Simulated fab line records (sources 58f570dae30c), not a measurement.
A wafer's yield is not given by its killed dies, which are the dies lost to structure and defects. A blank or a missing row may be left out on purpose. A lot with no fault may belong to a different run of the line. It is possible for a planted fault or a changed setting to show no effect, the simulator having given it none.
Lot-split experiment :: flow berkeley_cmos170 :: on a route of 331 steps: 5 lots, 23 wafers read

SPLIT DETAILS
At UCB170_SACOX_OXIDATION_01 (target thk 14.4 nm, ox time 2400 s), the setting temp_c was moved away from the recipe's 900 C on 20 of the 23 wafers read, by -2.6% to +2.2%. This setting was run at the recipe's value on the other wafers.

Split to reading: the file shows no intervening step.

THE READING
SACOX_OXIDE_THK in nanometres, read at UCB170_SACOX_THK_MEAS_02. A value of 14.4 nm with a standard deviation of 0.31 nm is what fault-free wafers of this fab line usually give.

wafer: L075.1
tool, chamber at the split: -, -
temp_c as run, C: 876.6
against the recipe: -2.6%
SACOX_OXIDE_THK, nm: 10.8
against lot-mates on the recipe: no lot-mate on the recipe

wafer: L075.2
tool, chamber at the split: -, -
temp_c as run, C: 876.6
against the recipe: -2.6%
SACOX_OXIDE_THK, nm: 11.0
against lot-mates on the recipe: no lot-mate on the recipe

wafer: L075.3
tool, chamber at the split: -, -
temp_c as run, C: 876.6
against the recipe: -2.6%
SACOX_OXIDE_THK, nm: 11.0
against lot-mates on the recipe: no lot-mate on the recipe

wafer: L075.4
tool, chamber at the split: -, -
temp_c as run, C: 876.6
against the recipe: -2.6%
SACOX_OXIDE_THK, nm: 11.0
against lot-mates on the recipe: no lot-mate on the recipe

wafer: L075.5
tool, chamber at the split: -, -
temp_c as run, C: 876.6
against the recipe: -2.6%
SACOX_OXIDE_THK, nm: 11.0
against lot-mates on the recipe: no lot-mate on the recipe

wafer: L080.1
tool, chamber at the split: -, -
temp_c as run, C: 908.6
against the recipe: +1.0%
SACOX_OXIDE_THK, nm: 16.3
against lot-mates on the recipe: no lot-mate on the recipe

wafer: L080.2
tool, chamber at the split: -, -
temp_c as run, C: 908.6
against the recipe: +1.0%
SACOX_OXIDE_THK, nm: 16.3
against lot-mates on the recipe: no lot-mate on the recipe

wafer: L080.4
tool, chamber at the split: -, -
temp_c as run, C: 908.6
against the recipe: +1.0%
SACOX_OXIDE_THK, nm: 16.5
against lot-mates on the recipe: no lot-mate on the recipe

wafer: L080.5
tool, chamber at the split: -, -
temp_c as run, C: 908.6
against the recipe: +1.0%
SACOX_OXIDE_THK, nm: 16.3
against lot-mates on the recipe: no lot-mate on the recipe

wafer: L080.6
tool, chamber at the split: -, -
temp_c as run, C: 908.6
against the recipe: +1.0%
SACOX_OXIDE_THK, nm: 16.3
against lot-mates on the recipe: no lot-mate on the recipe

wafer: L081.3
tool, chamber at the split: furnace-02, 0
temp_c as run, C: 900
against the recipe: recipe
SACOX_OXIDE_THK, nm: 14.3
against lot-mates on the recipe: -

wafer: L081.5
tool, chamber at the split: furnace-02, 0
temp_c as run, C: 900
against the recipe: recipe
SACOX_OXIDE_THK, nm: 14.3
against lot-mates on the recipe: -

wafer: L081.6
tool, chamber at the split: furnace-02, 0
temp_c as run, C: 900
against the recipe: recipe
SACOX_OXIDE_THK, nm: 14.5
against lot-mates on the recipe: -

wafer: L083.1
tool, chamber at the split: -, -
temp_c as run, C: 920.2
against the recipe: +2.2%
SACOX_OXIDE_THK, nm: 17.7
against lot-mates on the recipe: no lot-mate on the recipe

wafer: L083.2
tool, chamber at the split: -, -
temp_c as run, C: 920.2
against the recipe: +2.2%
SACOX_OXIDE_THK, nm: 17.9
against lot-mates on the recipe: no lot-mate on the recipe

wafer: L083.3
tool, chamber at the split: -, -
temp_c as run, C: 920.2
against the recipe: +2.2%
SACOX_OXIDE_THK, nm: 17.7
against lot-mates on the recipe: no lot-mate on the recipe

wafer: L083.4
tool, chamber at the split: -, -
temp_c as run, C: 920.2
against the recipe: +2.2%
SACOX_OXIDE_THK, nm: 17.7
against lot-mates on the recipe: no lot-mate on the recipe

wafer: L083.6
tool, chamber at the split: -, -
temp_c as run, C: 920.2
against the recipe: +2.2%
SACOX_OXIDE_THK, nm: 17.8
against lot-mates on the recipe: no lot-mate on the recipe

wafer: L084.1
tool, chamber at the split: -, -
temp_c as run, C: 916.9
against the recipe: +1.9%
SACOX_OXIDE_THK, nm: 17.0
against lot-mates on the recipe: no lot-mate on the recipe

wafer: L084.3
tool, chamber at the split: -, -
temp_c as run, C: 916.9
against the recipe: +1.9%
SACOX_OXIDE_THK, nm: 17.2
against lot-mates on the recipe: no lot-mate on the recipe

wafer: L084.4
tool, chamber at the split: -, -
temp_c as run, C: 916.9
against the recipe: +1.9%
SACOX_OXIDE_THK, nm: 17.2
against lot-mates on the recipe: no lot-mate on the recipe

wafer: L084.5
tool, chamber at the split: -, -
temp_c as run, C: 916.9
against the recipe: +1.9%
SACOX_OXIDE_THK, nm: 17.1
against lot-mates on the recipe: no lot-mate on the recipe

wafer: L084.6
tool, chamber at the split: -, -
temp_c as run, C: 916.9
against the recipe: +1.9%
SACOX_OXIDE_THK, nm: 17.1
against lot-mates on the recipe: no lot-mate on the recipe

FIT RESULTS
A straight line over all 23 wafers: SACOX_OXIDE_THK changes by +1.41 nm for each +1% of temp_c; r = +1.00; the points scatter about the line by 0.23 nm.
Too few moved wafers have a lot-mate on the recipe to fit a line with each lot's own level taken away.

THE WHOLE CHAIN: every reading that the file lists as answering this split, in the file's order
step: UCB170_SACOX_OXIDATION_01
what it does: target thk 14.4 nm, ox time 2400 s
reading: SiO2_of_SACOX_OXIDATION_01.thk_nm (the simulator's own value, which no gauge read)
change (the file's fit): +1.41 nm for each +1% of the setting
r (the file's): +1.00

step: UCB170_SACOX_THK_MEAS_02
what it does: 
reading: SACOX_OXIDE_THK
change (the file's fit): +1.41 for each +1% of the setting
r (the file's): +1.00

THE FILE'S OWN FIT
SACOX_OXIDE_THK changes by +1.41 nm for each +1% of temp_c, r = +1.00.
